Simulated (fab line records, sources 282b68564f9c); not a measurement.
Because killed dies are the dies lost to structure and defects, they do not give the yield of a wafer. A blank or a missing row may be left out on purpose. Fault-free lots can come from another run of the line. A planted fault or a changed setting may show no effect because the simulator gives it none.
Split-lot trial | flow ritCmos | 23 wafers read across 5 lots, on a route 202 steps long

ABOUT THE SPLIT
At RIT_ACTIVE_OXIDATION_01 (target thk 46.8 nm, ox time 3360 s), the setting tempC was moved away from the recipe's 1000 C on 10 of the 23 wafers read, by -0.9% to +2.2%. All remaining wafers had this setting at the recipe value.

Between the split and the reading, the file records no step.

THE READING
ACTIVE_OXIDE_THK at RIT_ACTIVE_THK_MEAS_02, in nm. Fault-free wafers of this fab line usually give 46.7 nm, standard deviation 0.68 nm.

wafer  | tool, chamber at the split | tempC as run, C | against the recipe | ACTIVE_OXIDE_THK, nm | against lot-mates on the recipe
L078.2 | furnace-03, 0              | 1000            | recipe             | 47.4                 | -
L078.4 | furnace-03, 0              | 1000            | recipe             | 48.0                 | -
L078.6 | furnace-03, 0              | 1000            | recipe             | 47.3                 | -
L079.2 | -, -                       | 1000            | recipe             | 46.5                 | -
L079.3 | -, -                       | 1000            | recipe             | 46.7                 | -
L079.4 | -, -                       | 1000            | recipe             | 47.2                 | -
L079.5 | -, -                       | 1000            | recipe             | 46.7                 | -
L079.6 | -, -                       | 1000            | recipe             | 46.3                 | -
L081.1 | -, -                       | 990.9           | -0.9%              | 41.2                 | no lot-mate on the recipe
L081.2 | -, -                       | 990.9           | -0.9%              | 41.7                 | no lot-mate on the recipe
L081.3 | -, -                       | 990.9           | -0.9%              | 42.4                 | no lot-mate on the recipe
L081.5 | -, -                       | 990.9           | -0.9%              | 41.6                 | no lot-mate on the recipe
L081.6 | -, -                       | 990.9           | -0.9%              | 41.7                 | no lot-mate on the recipe
L082.2 | -, -                       | 1022            | +2.2%              | 57.5                 | no lot-mate on the recipe
L082.3 | -, -                       | 1022            | +2.2%              | 57.4                 | no lot-mate on the recipe
L082.4 | -, -                       | 1022            | +2.2%              | 58.0                 | no lot-mate on the recipe
L082.5 | -, -                       | 1022            | +2.2%              | 57.5                 | no lot-mate on the recipe
L082.6 | -, -                       | 1022            | +2.2%              | 57.9                 | no lot-mate on the recipe
L084.1 | -, -                       | 1000            | recipe             | 47.7                 | -
L084.2 | -, -                       | 1000            | recipe             | 47.6                 | -
L084.4 | -, -                       | 1000            | recipe             | 48.0                 | -
L084.5 | -, -                       | 1000            | recipe             | 47.9                 | -
L084.6 | -, -                       | 1000            | recipe             | 46.7                 | -

THE FIT
A straight line over all 23 wafers: ACTIVE_OXIDE_THK changes by +5.01 nm for each +1% of tempC; r = +0.99; the points scatter about the line by 0.65 nm.
Too few moved wafers have a lot-mate on the recipe to fit a line with each lot's own level taken away.

THE WHOLE CHAIN: every reading that the file lists as answering this split, in the file's order
step                    | what it does                                                        | reading                                                                            | change (the file's fit)              | r (the file's)
RIT_ACTIVE_OXIDATION_01 | target thk 46.8 nm, ox time 3360 s                                  | SiO2_of_ACTIVE_OXIDATION_01.thkNm (the simulator's own value, which no gauge read) | +5.01 nm for each +1% of the setting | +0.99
RIT_ACTIVE_THK_MEAS_02  |                                                                     | ACTIVE_OXIDE_THK                                                                   | +5.01 for each +1% of the setting    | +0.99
RIT_ACTIVE_ETCH_13      | etches Si3N4 in SF6, stops on SiO2, time 210 s, target depth 210 nm | SiO2_of_ACTIVE_OXIDATION_01.thkNm (the simulator's own value, which no gauge read) | +5.07 nm for each +1% of the setting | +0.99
RIT_FOX2_WET_ETCH_03    | etches Si3N4 in H3PO4, target depth 195 nm, time 2700 s             | SiO2_of_ACTIVE_OXIDATION_01.thkNm (the simulator's own value, which no gauge read) | +4.44 nm for each +1% of the setting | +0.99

FILE'S OWN FIT
ACTIVE_OXIDE_THK changes by +5.01 nm for each +1% of tempC, r = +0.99.
